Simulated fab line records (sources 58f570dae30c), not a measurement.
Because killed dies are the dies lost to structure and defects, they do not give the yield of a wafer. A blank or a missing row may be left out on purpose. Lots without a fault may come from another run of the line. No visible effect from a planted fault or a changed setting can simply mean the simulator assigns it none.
fab line records / flow berkeley_cmos170
record lots=7 wafers=21 last_day=13
route steps=331 shown M3@311
lots untouched by any fault: they come from a run of this same line in which no faults occurred
start_h: start of the lot's first displayed wafer, in hours after the record's first day / wait_h: hours from the lot's prior step to this one / " repeats the value in the row above / L1.1+2: a single row standing in for several wafers / - no value, or no start was given / * or withheld: withheld / < > ~ a bound
route shown NAME@n: names a module that has steps shown in the file, with the first one's number in the route / usual: mean and standard deviation over wafers with no fault / same: alike in all rows / chamber/n: place in a boat / sites: readings site by site / _std_site: standard deviation across them / _edge_site: inner sites' mean taken away from outer sites' mean / radius_mm: how far each site lies from the wafer's centre / mask NAME#n: copy n / behind: tool/chamber where the wafer was last shaped / hold: reason for holding the lot/hours on hold/outcome of the hold / device: the n, p or np transistor that did not switch / end of line: at the end of the route, the tests of the same wafers / step lacking rows: just its recipe / killed: the dies lost at the first sort to structure and to defects; this is not the yield of the wafer / map: a wafer's dies, marking killed ones x, the rest . and places with no die _
set.NAME: the setting the step ran with; set.NAME@STEP: the setting that earlier step ran with / model.NAME: the simulator's own value behind a step, which no gauge read
lots seen at some steps along the route; tables by step, rows by wafer
services: when a tool's chamber went out of use (start_h, in hours from the record's first day, below 0 if earlier), for how many hours, and the reason
## steps
# step UCB170_M3_RS_MEAS_02
# recipe thk_meas_gauge=four-point-probe reads=Al_of_M3_SPUTTER_01
# usual M3_AL_RS=0.0321/0.00033
lot.wafer=L716.2 tool=film_metro-02 chamber=- start_h=248.37 wait_h=0.1 M3_AL_RS[ohm/sq]=0.0322
lot.wafer=L716.5 tool=film_metro-02 chamber=- start_h=248.37 wait_h=0.1 M3_AL_RS[ohm/sq]=0.0319
lot.wafer=L716.6 tool=film_metro-02 chamber=- start_h=248.37 wait_h=0.1 M3_AL_RS[ohm/sq]=0.0320
lot.wafer=L714.3 tool=film_metro-03 chamber=- start_h=248.63 wait_h=0.1 M3_AL_RS[ohm/sq]=0.0318
lot.wafer=L714.4 tool=film_metro-03 chamber=- start_h=248.63 wait_h=0.1 M3_AL_RS[ohm/sq]=0.0319
lot.wafer=L714.5 tool=film_metro-03 chamber=- start_h=248.63 wait_h=0.1 M3_AL_RS[ohm/sq]=0.0319
lot.wafer=L717.2 tool=film_metro-01 chamber=- start_h=251.12 wait_h=0.1 M3_AL_RS[ohm/sq]=0.0325
lot.wafer=L717.3 tool=film_metro-01 chamber=- start_h=251.12 wait_h=0.1 M3_AL_RS[ohm/sq]=0.0331
lot.wafer=L717.5 tool=film_metro-01 chamber=- start_h=251.12 wait_h=0.1 M3_AL_RS[ohm/sq]=0.0324
lot.wafer=L719.1 tool=film_metro-02 chamber=- start_h=252.30 wait_h=0.0 M3_AL_RS[ohm/sq]=0.0315
lot.wafer=L719.4 tool=film_metro-02 chamber=- start_h=252.30 wait_h=0.0 M3_AL_RS[ohm/sq]=0.0316
lot.wafer=L719.5 tool=film_metro-02 chamber=- start_h=252.30 wait_h=0.0 M3_AL_RS[ohm/sq]=0.0315
lot.wafer=L720.1 tool=film_metro-03 chamber=- start_h=264.37 wait_h=0.0 M3_AL_RS[ohm/sq]=0.0323
lot.wafer=L720.4 tool=film_metro-03 chamber=- start_h=264.37 wait_h=0.0 M3_AL_RS[ohm/sq]=0.0320
lot.wafer=L720.5 tool=film_metro-03 chamber=- start_h=264.37 wait_h=0.0 M3_AL_RS[ohm/sq]=0.0321
lot.wafer=L725.2 tool=film_metro-02 chamber=- start_h=282.35 wait_h=0.1 M3_AL_RS[ohm/sq]=0.0322
lot.wafer=L725.3 tool=film_metro-02 chamber=- start_h=282.35 wait_h=0.1 M3_AL_RS[ohm/sq]=0.0327
lot.wafer=L725.5 tool=film_metro-02 chamber=- start_h=282.35 wait_h=0.1 M3_AL_RS[ohm/sq]=0.0321
lot.wafer=L724.2 tool=film_metro-01 chamber=- start_h=302.10 wait_h=0.1 M3_AL_RS[ohm/sq]=0.0319
lot.wafer=L724.3 tool=film_metro-01 chamber=- start_h=302.10 wait_h=0.1 M3_AL_RS[ohm/sq]=0.0323
lot.wafer=L724.6 tool=film_metro-01 chamber=- start_h=302.10 wait_h=0.1 M3_AL_RS[ohm/sq]=0.0319
# step UCB170_M3_THK_MEAS_03
# recipe thk_meas_gauge=xrf reads=Al_of_M3_SPUTTER_01
# usual M3_AL_THK=907/9
lot.wafer=L716.2 tool=film_metro-02 chamber=- start_h=248.48 wait_h=0.1 M3_AL_THK[nm]=902
lot.wafer=L716.5 tool=film_metro-02 chamber=- start_h=248.48 wait_h=0.1 M3_AL_THK[nm]=905
lot.wafer=L716.6 tool=film_metro-02 chamber=- start_h=248.48 wait_h=0.1 M3_AL_THK[nm]=904
lot.wafer=L714.3 tool=film_metro-03 chamber=- start_h=248.73 wait_h=0.1 M3_AL_THK[nm]=919
lot.wafer=L714.4 tool=film_metro-03 chamber=- start_h=248.73 wait_h=0.1 M3_AL_THK[nm]=914
lot.wafer=L714.5 tool=film_metro-03 chamber=- start_h=248.73 wait_h=0.1 M3_AL_THK[nm]=914
lot.wafer=L717.2 tool=film_metro-01 chamber=- start_h=251.23 wait_h=0.1 M3_AL_THK[nm]=903
lot.wafer=L717.3 tool=film_metro-01 chamber=- start_h=251.23 wait_h=0.1 M3_AL_THK[nm]=879
lot.wafer=L717.5 tool=film_metro-01 chamber=- start_h=251.23 wait_h=0.1 M3_AL_THK[nm]=901
lot.wafer=L719.1 tool=film_metro-02 chamber=- start_h=252.42 wait_h=0.1 M3_AL_THK[nm]=912
lot.wafer=L719.4 tool=film_metro-02 chamber=- start_h=252.42 wait_h=0.1 M3_AL_THK[nm]=914
lot.wafer=L719.5 tool=film_metro-02 chamber=- start_h=252.42 wait_h=0.1 M3_AL_THK[nm]=924
lot.wafer=L720.1 tool=film_metro-03 chamber=- start_h=264.49 wait_h=0.1 M3_AL_THK[nm]=901
lot.wafer=L720.4 tool=film_metro-03 chamber=- start_h=264.49 wait_h=0.1 M3_AL_THK[nm]=910
lot.wafer=L720.5 tool=film_metro-03 chamber=- start_h=264.49 wait_h=0.1 M3_AL_THK[nm]=906
lot.wafer=L725.2 tool=film_metro-02 chamber=- start_h=282.46 wait_h=0.1 M3_AL_THK[nm]=908
lot.wafer=L725.3 tool=film_metro-02 chamber=- start_h=282.46 wait_h=0.1 M3_AL_THK[nm]=892
lot.wafer=L725.5 tool=film_metro-02 chamber=- start_h=282.46 wait_h=0.1 M3_AL_THK[nm]=908
lot.wafer=L724.2 tool=film_metro-01 chamber=- start_h=302.21 wait_h=0.1 M3_AL_THK[nm]=925
lot.wafer=L724.3 tool=film_metro-01 chamber=- start_h=302.21 wait_h=0.1 M3_AL_THK[nm]=907
lot.wafer=L724.6 tool=film_metro-01 chamber=- start_h=302.21 wait_h=0.1 M3_AL_THK[nm]=919
# step UCB170_M3_HMDS_04
# recipe prime_time_s=60 prime_temp_c=100
# step UCB170_M3_COAT_05
# recipe resist=KrF spin_rpm=1471 resist_thk_nm=900
# step UCB170_M3_SOFTBAKE_06
# recipe resist=KrF temp_c=130 time_s=60
# step UCB170_M3_STRIP_07
# recipe chemistry=O2 power_w=400 pressure_mtorr=3500 platen_temp_c=withheld o2_flow_sccm=400 overash_fraction=0.5
# usual drypump_motor_current_A=5.40/0.28 oes_product_au=0.735/0.0044 strip_time_to_endpoint_s=22.20/0.057
lot.wafer=L716.2 tool=plasma_asher-03 chamber=1 start_h=248.98 wait_h=0.1 drypump_motor_current_A=5.85 oes_product_au=0.733 rf_hours_counter_h=47 strip_time_to_endpoint_s=22.23
lot.wafer=L716.5 tool=plasma_asher-03 chamber=0 start_h=248.98 wait_h=0.1 drypump_motor_current_A=5.10 oes_product_au=0.733 rf_hours_counter_h=- strip_time_to_endpoint_s=22.31
lot.wafer=L716.6 tool=plasma_asher-03 chamber=1 start_h=248.98 wait_h=0.1 drypump_motor_current_A=5.86 oes_product_au=0.740 rf_hours_counter_h=- strip_time_to_endpoint_s=22.26
lot.wafer=L714.3 tool=plasma_asher-03 chamber=1 start_h=249.25 wait_h=0.1 drypump_motor_current_A=5.85 oes_product_au=0.734 rf_hours_counter_h=- strip_time_to_endpoint_s=22.19
lot.wafer=L714.4 tool=plasma_asher-03 chamber=0 start_h=249.25 wait_h=0.1 drypump_motor_current_A=5.11 oes_product_au=0.733 rf_hours_counter_h=- strip_time_to_endpoint_s=22.25
lot.wafer=L714.5 tool=plasma_asher-03 chamber=0 start_h=249.25 wait_h=0.1 drypump_motor_current_A=5.11 oes_product_au=0.734 rf_hours_counter_h=- strip_time_to_endpoint_s=22.20
lot.wafer=L717.2 tool=plasma_asher-03 chamber=0 start_h=251.82 wait_h=0.1 drypump_motor_current_A=5.11 oes_product_au=0.734 rf_hours_counter_h=48 strip_time_to_endpoint_s=22.17
lot.wafer=L717.3 tool=plasma_asher-03 chamber=0 start_h=251.82 wait_h=0.1 drypump_motor_current_A=5.11 oes_product_au=0.736 rf_hours_counter_h=- strip_time_to_endpoint_s=22.22
lot.wafer=L717.5 tool=plasma_asher-03 chamber=1 start_h=251.82 wait_h=0.1 drypump_motor_current_A=5.84 oes_product_au=0.736 rf_hours_counter_h=- strip_time_to_endpoint_s=22.17
lot.wafer=L719.1 tool=plasma_asher-01 chamber=0 start_h=252.99 wait_h=0.1 drypump_motor_current_A=5.58 oes_product_au=0.736 rf_hours_counter_h=58 strip_time_to_endpoint_s=22.16
lot.wafer=L719.4 tool=plasma_asher-01 chamber=1 start_h=252.99 wait_h=0.1 drypump_motor_current_A=5.05 oes_product_au=0.741 rf_hours_counter_h=- strip_time_to_endpoint_s=22.25
lot.wafer=L719.5 tool=plasma_asher-01 chamber=0 start_h=252.99 wait_h=0.1 drypump_motor_current_A=5.58 oes_product_au=0.737 rf_hours_counter_h=- strip_time_to_endpoint_s=22.19
lot.wafer=L720.1 tool=plasma_asher-04 chamber=1 start_h=265.01 wait_h=0.1 drypump_motor_current_A=5.40 oes_product_au=0.741 rf_hours_counter_h=13 strip_time_to_endpoint_s=22.21
lot.wafer=L720.4 tool=plasma_asher-04 chamber=0 start_h=265.01 wait_h=0.1 drypump_motor_current_A=5.45 oes_product_au=0.744 rf_hours_counter_h=- strip_time_to_endpoint_s=22.22
lot.wafer=L720.5 tool=plasma_asher-04 chamber=0 start_h=265.01 wait_h=0.1 drypump_motor_current_A=5.45 oes_product_au=0.741 rf_hours_counter_h=- strip_time_to_endpoint_s=22.24
lot.wafer=L725.2 tool=plasma_asher-03 chamber=0 start_h=282.96 wait_h=0.1 drypump_motor_current_A=5.10 oes_product_au=0.732 rf_hours_counter_h=52 strip_time_to_endpoint_s=22.16
lot.wafer=L725.3 tool=plasma_asher-03 chamber=1 start_h=282.96 wait_h=0.1 drypump_motor_current_A=5.84 oes_product_au=0.737 rf_hours_counter_h=- strip_time_to_endpoint_s=22.18
lot.wafer=L725.5 tool=plasma_asher-03 chamber=0 start_h=282.96 wait_h=0.1 drypump_motor_current_A=5.11 oes_product_au=0.737 rf_hours_counter_h=- strip_time_to_endpoint_s=22.15
lot.wafer=L724.2 tool=plasma_asher-03 chamber=1 start_h=302.71 wait_h=0.1 drypump_motor_current_A=5.88 oes_product_au=0.738 rf_hours_counter_h=54 strip_time_to_endpoint_s=22.29
lot.wafer=L724.3 tool=plasma_asher-03 chamber=1 start_h=302.71 wait_h=0.1 drypump_motor_current_A=5.85 oes_product_au=0.726 rf_hours_counter_h=- strip_time_to_endpoint_s=22.28
lot.wafer=L724.6 tool=plasma_asher-03 chamber=1 start_h=302.71 wait_h=0.1 drypump_motor_current_A=5.84 oes_product_au=0.739 rf_hours_counter_h=- strip_time_to_endpoint_s=22.27
# step UCB170_M3_STRIP_08
# recipe chemistry=DMSO temp_c=80 time_s=600 material=KrF
# step UCB170_M3_COAT_09
# recipe resist=BARC temp_c=withheld time_s=withheld spin_rpm=3000 resist_thk_nm=withheld
# step UCB170_M3_COAT_10
# recipe resist=KrF spin_rpm=1500 resist_thk_nm=900
# step UCB170_M3_SOFTBAKE_11
# recipe resist=KrF temp_c=130 time_s=60
# step UCB170_M3_EXPOSE_12
# recipe mask_id=METAL3 target_cd_nm=700 na=0.5 sigma_outer=0.6 source_shape=conventional dose_mj=26
# step UCB170_M3_PEB_13
# recipe peb_temp_c=130.8 peb_time_s=withheld resist=KrF
# step UCB170_M3_DEVELOP_14
# recipe developer=TMAH develop_time_s=45 resist=KrF dev_temp_c=21
# usual chill_plate_temp_C=23.00/0.1 develop_time_s=45/0 developer_temp_C=20.99/0.11
lot.wafer=L716.2 tool=litho_track-01 chamber=- start_h=249 wait_h=- chill_plate_temp_C=- develop_time_s=- developer_temp_C=- model.KrF_of_M3_COAT_10.thk_nm=899.5
lot.wafer=L716.5 tool=litho_track-01 chamber=- start_h=250 wait_h=- chill_plate_temp_C=- develop_time_s=- developer_temp_C=- model.KrF_of_M3_COAT_10.thk_nm=900.3
lot.wafer=L716.6 tool=litho_track-01 chamber=- start_h=250 wait_h=- chill_plate_temp_C=- develop_time_s=- developer_temp_C=- model.KrF_of_M3_COAT_10.thk_nm=899.7
lot.wafer=L714.3 tool=litho_track-02 chamber=- start_h=250 wait_h=- chill_plate_temp_C=- develop_time_s=- developer_temp_C=- model.KrF_of_M3_COAT_10.thk_nm=903.7
lot.wafer=L714.4 tool=litho_track-02 chamber=- start_h=250 wait_h=- chill_plate_temp_C=- develop_time_s=- developer_temp_C=- model.KrF_of_M3_COAT_10.thk_nm=901.9
lot.wafer=L714.5 tool=litho_track-02 chamber=- start_h=250 wait_h=- chill_plate_temp_C=- develop_time_s=- developer_temp_C=- model.KrF_of_M3_COAT_10.thk_nm=901.9
lot.wafer=L717.2 tool=litho_track-03 chamber=- start_h=253 wait_h=- chill_plate_temp_C=- develop_time_s=- developer_temp_C=- model.KrF_of_M3_COAT_10.thk_nm=899.9
lot.wafer=L717.3 tool=litho_track-03 chamber=- start_h=253 wait_h=- chill_plate_temp_C=- develop_time_s=- developer_temp_C=- model.KrF_of_M3_COAT_10.thk_nm=899.3
lot.wafer=L717.5 tool=litho_track-03 chamber=- start_h=253 wait_h=- chill_plate_temp_C=- develop_time_s=- developer_temp_C=- model.KrF_of_M3_COAT_10.thk_nm=898.2
lot.wafer=L719.1 tool=litho_track-01 chamber=0 start_h=254 wait_h=- chill_plate_temp_C=22.94 develop_time_s=45 developer_temp_C=21.02 model.KrF_of_M3_COAT_10.thk_nm=882.7
lot.wafer=L719.4 tool=litho_track-01 chamber=0 start_h=254 wait_h=- chill_plate_temp_C=22.82 develop_time_s=45 developer_temp_C=21.00 model.KrF_of_M3_COAT_10.thk_nm=884.9
lot.wafer=L719.5 tool=litho_track-01 chamber=0 start_h=254 wait_h=- chill_plate_temp_C=23.05 develop_time_s=45 developer_temp_C=21.12 model.KrF_of_M3_COAT_10.thk_nm=882.4
lot.wafer=L720.1 tool=litho_track-03 chamber=0 start_h=266 wait_h=- chill_plate_temp_C=22.96 develop_time_s=45 developer_temp_C=21.19 model.KrF_of_M3_COAT_10.thk_nm=882.2
lot.wafer=L720.4 tool=litho_track-03 chamber=0 start_h=266 wait_h=- chill_plate_temp_C=23.07 develop_time_s=45 developer_temp_C=20.96 model.KrF_of_M3_COAT_10.thk_nm=883.7
lot.wafer=L720.5 tool=litho_track-03 chamber=0 start_h=266 wait_h=- chill_plate_temp_C=23.02 develop_time_s=45 developer_temp_C=20.95 model.KrF_of_M3_COAT_10.thk_nm=886.7
lot.wafer=L725.2 tool=litho_track-03 chamber=0 start_h=284 wait_h=- chill_plate_temp_C=23.02 develop_time_s=45 developer_temp_C=20.84 model.KrF_of_M3_COAT_10.thk_nm=888.1
lot.wafer=L725.3 tool=litho_track-03 chamber=0 start_h=284 wait_h=- chill_plate_temp_C=23.04 develop_time_s=45 developer_temp_C=20.99 model.KrF_of_M3_COAT_10.thk_nm=888.6
lot.wafer=L725.5 tool=litho_track-03 chamber=0 start_h=284 wait_h=- chill_plate_temp_C=23.11 develop_time_s=45 developer_temp_C=20.94 model.KrF_of_M3_COAT_10.thk_nm=886.1
lot.wafer=L724.2 tool=litho_track-03 chamber=0 start_h=303 wait_h=- chill_plate_temp_C=23.03 develop_time_s=45 developer_temp_C=20.99 model.KrF_of_M3_COAT_10.thk_nm=888.5
lot.wafer=L724.3 tool=litho_track-03 chamber=0 start_h=304 wait_h=- chill_plate_temp_C=22.95 develop_time_s=45 developer_temp_C=21.18 model.KrF_of_M3_COAT_10.thk_nm=887.5
lot.wafer=L724.6 tool=litho_track-03 chamber=0 start_h=304 wait_h=- chill_plate_temp_C=22.99 develop_time_s=45 developer_temp_C=21.10 model.KrF_of_M3_COAT_10.thk_nm=882.6
# step UCB170_M3_CD_MEAS_15
# recipe target_cd_nm=700
# usual cd_nm=700.4/1.6
lot.wafer=L716.2 tool=cd_sem-02 chamber=- start_h=250.11 wait_h=- cd_nm=-
lot.wafer=L716.5 tool=cd_sem-02 chamber=- start_h=250.11 wait_h=- cd_nm=-
lot.wafer=L716.6 tool=cd_sem-02 chamber=- start_h=250.11 wait_h=- cd_nm=-
lot.wafer=L714.3 tool=cd_sem-01 chamber=- start_h=250.66 wait_h=- cd_nm=-
lot.wafer=L714.4 tool=cd_sem-01 chamber=- start_h=250.66 wait_h=- cd_nm=-
lot.wafer=L714.5 tool=cd_sem-01 chamber=- start_h=250.66 wait_h=- cd_nm=-
lot.wafer=L717.2 tool=cd_sem-01 chamber=- start_h=253.29 wait_h=- cd_nm=-
lot.wafer=L717.3 tool=cd_sem-01 chamber=- start_h=253.29 wait_h=- cd_nm=-
lot.wafer=L717.5 tool=cd_sem-01 chamber=- start_h=253.29 wait_h=- cd_nm=-
lot.wafer=L719.1 tool=cd_sem-01 chamber=- start_h=254.23 wait_h=- cd_nm=700.3
lot.wafer=L719.4 tool=cd_sem-01 chamber=- start_h=254.23 wait_h=- cd_nm=701.1
lot.wafer=L719.5 tool=cd_sem-01 chamber=- start_h=254.23 wait_h=- cd_nm=700.8
lot.wafer=L720.1 tool=cd_sem-02 chamber=- start_h=266.49 wait_h=- cd_nm=697.8
lot.wafer=L720.4 tool=cd_sem-02 chamber=- start_h=266.49 wait_h=- cd_nm=699.6
lot.wafer=L720.5 tool=cd_sem-02 chamber=- start_h=266.49 wait_h=- cd_nm=697.5
lot.wafer=L725.2 tool=cd_sem-02 chamber=- start_h=284.22 wait_h=- cd_nm=700.2
lot.wafer=L725.3 tool=cd_sem-02 chamber=- start_h=284.22 wait_h=- cd_nm=699.2
lot.wafer=L725.5 tool=cd_sem-02 chamber=- start_h=284.22 wait_h=- cd_nm=698.0
lot.wafer=L724.2 tool=cd_sem-01 chamber=- start_h=304.12 wait_h=- cd_nm=699.0
lot.wafer=L724.3 tool=cd_sem-01 chamber=- start_h=304.12 wait_h=- cd_nm=698.8
lot.wafer=L724.6 tool=cd_sem-01 chamber=- start_h=304.12 wait_h=- cd_nm=698.7
## services
tool=plasma_asher-04 chamber=- start_h=240.78 hours=21.9 kind=repair
## key
first_sign step=UCB170_M3_DEVELOP_14 reading=tool_record direction=missing
effect none on later readings
model_effect step=UCB170_M3_DEVELOP_14 value=KrF_of_M3_COAT_10.thk_nm without=886.3 struck=900.5
met_at UCB170_M3_DEVELOP_14
struck_wafers L714.3,L714.4,L714.5,L716.2,L716.5,L716.6,L717.2,L717.3,L717.5
later_rows_left_out L714.3,L714.4,L714.5,L716.2,L716.5,L716.6,L717.2,L717.3,L717.5
sort_left_out L714.3,L714.4,L714.5,L716.2,L716.5,L716.6,L717.2,L717.3,L717.5
fault kind=skipped_step_whole tool=litho_track-01,litho_track-02,litho_track-03 chamber=- onset_h=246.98 steps=UCB170_M3_DEVELOP_14 scope=struck_lots_only
# sort_left_out: the simulated sort isn't trusted on such a fault, so these wafers' sort isn't shown, and their yield isn't known
# later_rows_left_out: the simulator's readings of these wafers behind a module that went badly wrong aren't trusted and aren't shown, but for the sort
